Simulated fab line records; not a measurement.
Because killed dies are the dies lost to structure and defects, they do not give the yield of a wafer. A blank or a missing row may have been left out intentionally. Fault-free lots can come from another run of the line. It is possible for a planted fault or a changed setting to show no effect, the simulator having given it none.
fab line records ; flow berkeleyCmos170 ; part 2 of 2: steps 26 to 34 of 34
record lots=5; wafers=15; lastDay=12
route steps=331 shown PFIELD@80 FIELD@89 SACOX@97 SCREENOX@100 NVT@104
lots that met no fault: from a run of the same line without faults
startH: hours from the record's opening day to when the first of the lot's shown wafers began ; waitH: hours elapsed since this lot's preceding step ; " repeats the value in the row above ; L1.1+2: several wafers, shown together as one row ; - either no value or no given start ; * or withheld: withheld ; < > ~ a bound
route shown NAME@n: names a module that has steps shown in the file, with the first one's number in the route ; usual: average and standard deviation across the fault-free wafers ; same: alike in all rows ; chamber/n: place in a boat ; sites: each site's reading ; _std_site: standard deviation across them ; _edge_site: outer sites' mean less inner sites' ; radiusMm: for every site, how far away it sits from the centre of the wafer ; mask NAME#n: copy n ; behind: the last tool/chamber to shape the wafer ; hold: why the lot was held/for how many hours/how that ended ; device: names the non-switching transistor (n, p or np) ; end of line: tests of these same wafers at the route's end ; a step given without rows: its recipe and nothing more ; killed: dies that structure and defects cost at the first sort, which is not the same as the wafer's yield ; map: the dies of a wafer, with x for killed, . for not killed, _ for no die there
set.NAME: the setting that was run; set.NAME@STEP: the one run at that earlier step ; model.NAME: the simulator's own value behind a step, which no gauge read
lots at some steps of the route; a table a step, a row a wafer
services: from which hour (startH, from the record's first day; less than 0 if before it) a tool's chamber was out of use, for how many hours, and why
## steps
# step UCB170_NVT_COAT_01
# recipe resist=KrF; spinRpm=1500; resistThkNm=900
# usual chillPlateTempC=22.99/0.089; exhaustPa=45.0/0.87; resistLineTempC=23.01/0.11; spinSpeedRpm=1499.9/1
lot.wafer;tool;chamber;startH;waitH;chillPlateTempC;exhaustPa;resistLineTempC;spinSpeedRpm
L075.1;lithoTrack-01;0;138.76;0.1;23.01;47.5;23.15;1499.1
L075.2;lithoTrack-01;0;138.76;0.1;22.92;46.5;23.13;1500.6
L075.3;lithoTrack-01;0;138.76;0.1;23.03;45.3;23.13;1500.0
L079.3;lithoTrack-04;0;153.08;0.1;23.00;45.1;23.11;1498.5
L079.5;lithoTrack-04;0;153.08;0.1;23.19;45.4;22.97;1498.5
L079.6;lithoTrack-04;0;153.08;0.1;23.30;45.3;23.05;1499.3
L077.2;lithoTrack-01;0;153.30;0.1;22.78;46.2;22.97;1498.6
L077.3;lithoTrack-01;0;153.30;0.1;22.83;46.2;22.95;1498.1
L077.6;lithoTrack-01;0;153.30;0.1;22.96;46.0;23.08;1499.1
L089.2;lithoTrack-03;0;202.93;0.1;22.89;45.0;23.01;1498.9
L089.5;lithoTrack-03;0;202.93;0.1;23.01;45.5;22.98;1499.9
L089.6;lithoTrack-03;0;202.93;0.1;23.09;45.3;23.19;1499.1
L093.2;lithoTrack-04;0;228.20;0.1;23.02;46.4;22.82;1500.8
L093.3;lithoTrack-04;0;228.20;0.1;22.99;45.8;22.93;1498.5
L093.5;lithoTrack-04;0;228.20;0.1;22.89;44.8;23.07;1498.5
# step UCB170_NVT_SOFTBAKE_02
# recipe resist=KrF; tempC=130; timeS=60
# usual chillPlateTempC=23.02/0.1; exhaustPa=45.1/0.75; plateTempC=130.00/0.13; resistLineTempC=22.97/0.11
lot.wafer;tool;chamber;startH;waitH;chillPlateTempC;exhaustPa;plateTempC;resistLineTempC
L075.1;lithoTrack-01;0;138.91;0.1;23.17;45.0;130.02;23.09
L075.2;lithoTrack-01;0;138.91;0.1;23.14;45.4;129.84;22.92
L075.3;lithoTrack-01;0;138.91;0.1;22.94;45.6;129.75;23.00
L079.3;lithoTrack-04;0;153.23;0.1;23.01;44.4;130.20;22.96
L079.5;lithoTrack-04;0;153.23;0.1;23.03;44.6;129.89;22.94
L079.6;lithoTrack-04;0;153.23;0.1;22.87;45.4;130.06;23.06
L077.2;lithoTrack-01;0;153.45;0.1;23.15;44.5;130.18;23.05
L077.3;lithoTrack-01;0;153.45;0.1;23.28;44.4;130.20;22.93
L077.6;lithoTrack-01;0;153.45;0.1;23.17;46.1;129.88;22.94
L089.2;lithoTrack-03;0;203.08;0.1;23.08;45.7;130.23;23.22
L089.5;lithoTrack-03;0;203.08;0.1;23.25;44.0;129.94;23.17
L089.6;lithoTrack-03;0;203.08;0.1;23.10;46.0;129.99;23.02
L093.2;lithoTrack-04;0;228.35;0.1;22.93;46.8;130.07;22.73
L093.3;lithoTrack-04;0;228.35;0.1;23.05;46.3;130.09;22.92
L093.5;lithoTrack-04;0;228.35;0.1;22.97;45.0;129.94;23.02
# step UCB170_NVT_EXPOSE_03
# recipe maskId=PWELL; targetCdNm=3000; na=0.5; sigmaOuter=0.6; sourceShape=conventional; doseMj=30
# same na=0.5; sigmaOuter=0.6
lot.wafer;tool;chamber;startH;waitH;mask
L075.1+2+3;krfScanner-01;0;139.42;0.5;PWELL#0
L079.3+5+6;krfScanner-02;0;153.64;0.4;PWELL#0
L077.2+3+6;krfScanner-01;0;153.86;0.4;PWELL#0
L089.2+5+6;krfScanner-01;0;-;-;PWELL#0
L093.2+3+5;krfScanner-01;0;-;-;PWELL#0
# step UCB170_NVT_PEB_04
# recipe pebTempC=130; pebTimeS=withheld; resist=KrF
# usual chillPlateTempC=23.02/0.1; exhaustPa=45.1/0.91; plateTempC=130.01/0.13; resistLineTempC=22.99/0.11
lot.wafer;tool;chamber;startH;waitH;chillPlateTempC;exhaustPa;plateTempC;resistLineTempC
L075.1;lithoTrack-04;0;139.75;0.3;22.95;44.9;129.95;22.92
L075.2;lithoTrack-04;0;139.75;0.3;22.99;45.0;130.13;22.93
L075.3;lithoTrack-04;0;139.75;0.3;23.11;45.4;129.96;22.98
L077.2;lithoTrack-03;0;154.62;0.7;23.04;44.2;129.90;23.07
L077.3;lithoTrack-03;0;154.62;0.7;22.85;44.3;129.86;22.88
L077.6;lithoTrack-03;0;154.62;0.7;23.01;44.7;130.20;22.99
L079.3;lithoTrack-01;0;154.62;1.0;23.00;44.7;130.06;23.08
L079.5;lithoTrack-01;0;154.62;1.0;23.07;45.0;130.05;22.88
L079.6;lithoTrack-01;0;154.62;1.0;23.06;44.6;129.87;22.90
L089.2;lithoTrack-04;0;-;-;22.92;45.8;130.09;23.03
L089.5;lithoTrack-04;0;-;-;23.09;45.5;129.90;23.00
L089.6;lithoTrack-04;0;-;-;23.11;45.5;130.07;23.13
L093.2;lithoTrack-03;0;-;-;22.89;46.4;129.81;23.21
L093.3;lithoTrack-03;0;-;-;22.90;46.1;129.97;23.15
L093.5;lithoTrack-03;0;-;-;22.84;44.6;129.92;23.09
# step UCB170_NVT_DEVELOP_05
# recipe developer=TMAH; developTimeS=45; resist=KrF; devTempC=21
# usual chillPlateTempC=22.99/0.11; exhaustPa=45.1/0.84; resistLineTempC=22.98/0.11
lot.wafer;tool;chamber;startH;waitH;chillPlateTempC;exhaustPa;resistLineTempC
L075.1;lithoTrack-04;0;-;-;22.94;46.9;22.83
L075.2;lithoTrack-04;0;-;-;23.02;46.4;23.08
L075.3;lithoTrack-04;0;-;-;22.89;44.3;22.80
L077.2;lithoTrack-03;0;-;-;22.86;43.3;23.05
L077.3;lithoTrack-03;0;-;-;23.10;44.3;22.91
L077.6;lithoTrack-03;0;-;-;22.92;44.1;22.93
L079.3;lithoTrack-01;0;-;-;22.91;44.3;22.88
L079.5;lithoTrack-01;0;-;-;23.07;43.7;22.95
L079.6;lithoTrack-01;0;-;-;22.98;44.8;23.00
L089.2;lithoTrack-04;0;-;-;22.94;45.1;22.90
L089.5;lithoTrack-04;0;-;-;22.87;45.0;23.11
L089.6;lithoTrack-04;0;-;-;22.95;44.9;23.11
L093.2;lithoTrack-03;0;-;-;23.03;44.4;23.01
L093.3;lithoTrack-03;0;-;-;23.12;45.2;23.11
L093.5;lithoTrack-03;0;-;-;23.01;46.2;23.09
# step UCB170_NVT_OVL_MEAS_06
# usual NVT_OVL=1/5.7
lot.wafer;tool;chamber;startH;waitH;NVT_OVL[nm]
L075.1;overlay-01;-;140.03;-;-2
L075.2;overlay-01;-;140.03;-;4
L075.3;overlay-01;-;140.03;-;2
L079.3;overlay-02;-;154.86;-;-4
L079.5;overlay-02;-;154.86;-;-6
L079.6;overlay-02;-;154.86;-;-2
L077.2;overlay-01;-;154.87;-;2
L077.3;overlay-01;-;154.87;-;0
L077.6;overlay-01;-;154.87;-;4
L089.2;overlay-02;-;204.80;-;-1
L089.5;overlay-02;-;204.80;-;0
L089.6;overlay-02;-;204.80;-;-1
L093.2;overlay-02;-;229.94;-;10
L093.3;overlay-02;-;229.94;-;11
L093.5;overlay-02;-;229.94;-;5
# step UCB170_NVT_IMPLANT_07
# recipe species=BF2; doseCm2=3e+12; energyKev=50; tiltDeg=7
lot.wafer;tool;chamber;startH;waitH
L075.1+2+3;implanter-04;0;140.06;0.0
L077.2+3+6;implanter-01;0;154.93;0.0
L079.3+5+6;implanter-03;0;154.93;0.1
L089.2+5+6;implanter-04;0;204.85;0.0
L093.2+3+5;implanter-01;0;229.99;0.0
# step UCB170_NVT_STRIP_08
# recipe chemistry=O2; powerW=400; pressureMtorr=3500; platenTempC=withheld; o2FlowSccm=400; overashFraction=0.5
# usual drypumpMotorCurrentA=6.0/0.32; o2FlowSccm=399.6/1.2; oesProductAu=0.734/0.0046; stripTimeToEndpointS=21.63/0.056
lot.wafer;tool;chamber;startH;waitH;drypumpMotorCurrentA;o2FlowSccm;oesProductAu;rfHoursCounterH;stripTimeToEndpointS
L075.1;plasmaAsher-02;1;140.21;0.1;6.1;400.4;0.740;39;21.65
L075.2;plasmaAsher-02;0;140.21;0.1;5.6;399.1;0.735;39;21.69
L075.3;plasmaAsher-02;1;140.21;0.1;6.2;399.6;0.739;-;21.76
L077.2;plasmaAsher-03;1;155.05;0.1;5.5;399.5;0.730;34;21.70
L077.3;plasmaAsher-03;1;155.05;0.1;5.5;400.7;0.734;-;21.65
L077.6;plasmaAsher-03;0;155.05;0.1;6.2;399.6;0.735;-;21.67
L079.3;plasmaAsher-02;0;155.06;0.1;5.7;401.4;0.736;-;21.57
L079.5;plasmaAsher-02;1;155.06;0.1;6.2;400.1;0.729;-;21.66
L079.6;plasmaAsher-02;0;155.06;0.1;5.7;399.8;0.736;-;21.62
L089.2;plasmaAsher-03;1;204.98;0.1;5.5;397.1;0.728;40;21.58
L089.5;plasmaAsher-03;0;204.98;0.1;6.1;401.1;0.734;-;21.61
L089.6;plasmaAsher-03;1;204.98;0.1;5.5;400.3;0.737;-;21.62
L093.2;plasmaAsher-04;1;230.12;0.1;6.1;397.4;0.722;15;21.62
L093.3;plasmaAsher-04;0;230.12;0.1;6.4;402.2;0.739;-;21.56
L093.5;plasmaAsher-04;1;230.12;0.1;6.1;398.5;0.726;-;21.61
# step UCB170_NVT_TW_MEAS_09
# usual NVT_TW=521/7
lot.wafer;tool;chamber;startH;waitH;NVT_TW
L075.1;filmMetro-03;-;140.31;0.1;515
L075.2;filmMetro-03;-;140.31;0.1;512
L075.3;filmMetro-03;-;140.31;0.1;512
L079.3;filmMetro-03;-;155.15;0.1;514
L079.5;filmMetro-03;-;155.15;0.1;515
L079.6;filmMetro-03;-;155.15;0.1;515
L077.2;filmMetro-01;-;155.16;0.1;528
L077.3;filmMetro-01;-;155.16;0.1;523
L077.6;filmMetro-01;-;155.16;0.1;527
L089.2;filmMetro-03;-;205.11;0.1;512
L089.5;filmMetro-03;-;205.11;0.1;512
L089.6;filmMetro-03;-;205.11;0.1;513
L093.2;filmMetro-01;-;230.23;0.1;523
L093.3;filmMetro-01;-;230.23;0.1;524
L093.5;filmMetro-01;-;230.23;0.1;523
## services
tool;chamber;startH;hours;kind
furnace-02;-;82.81;3.1;pm
krfScanner-02;-;98.43;4.0;pm
implanter-01;-;102.09;1.7;repair
krfScanner-01;-;103.03;0.8;pm
furnace-04;-;103.13;3.4;pm
plasmaAsher-04;-;108.75;9.0;pm
furnace-01;-;114.62;2.9;pm
furnace-04;-;118.64;1.8;repair
furnace-01;-;119.04;5.1;pm
krfScanner-01;-;123.65;3.6;pm
krfScanner-01;-;129.51;1.3;repair
krfScanner-01;-;134.79;1.0;pm
krfScanner-02;-;140.17;0.8;pm
wetBench-01;-;154.04;64.3;pm
krfScanner-02;-;163.40;1.1;repair
plasmaAsher-04;-;170.05;0.8;repair
wetBench-02;-;193.87;0.8;repair
krfScanner-02;-;199.06;0.4;repair
krfScanner-01;-;201.11;1.3;pm
plasmaAsher-02;-;218.59;11.1;repair
krfScanner-02;-;218.83;1.3;pm
krfScanner-02;-;222.66;1.0;pm
krfScanner-01;-;226.36;0.6;repair
krfScanner-02;-;229.35;4.7;repair
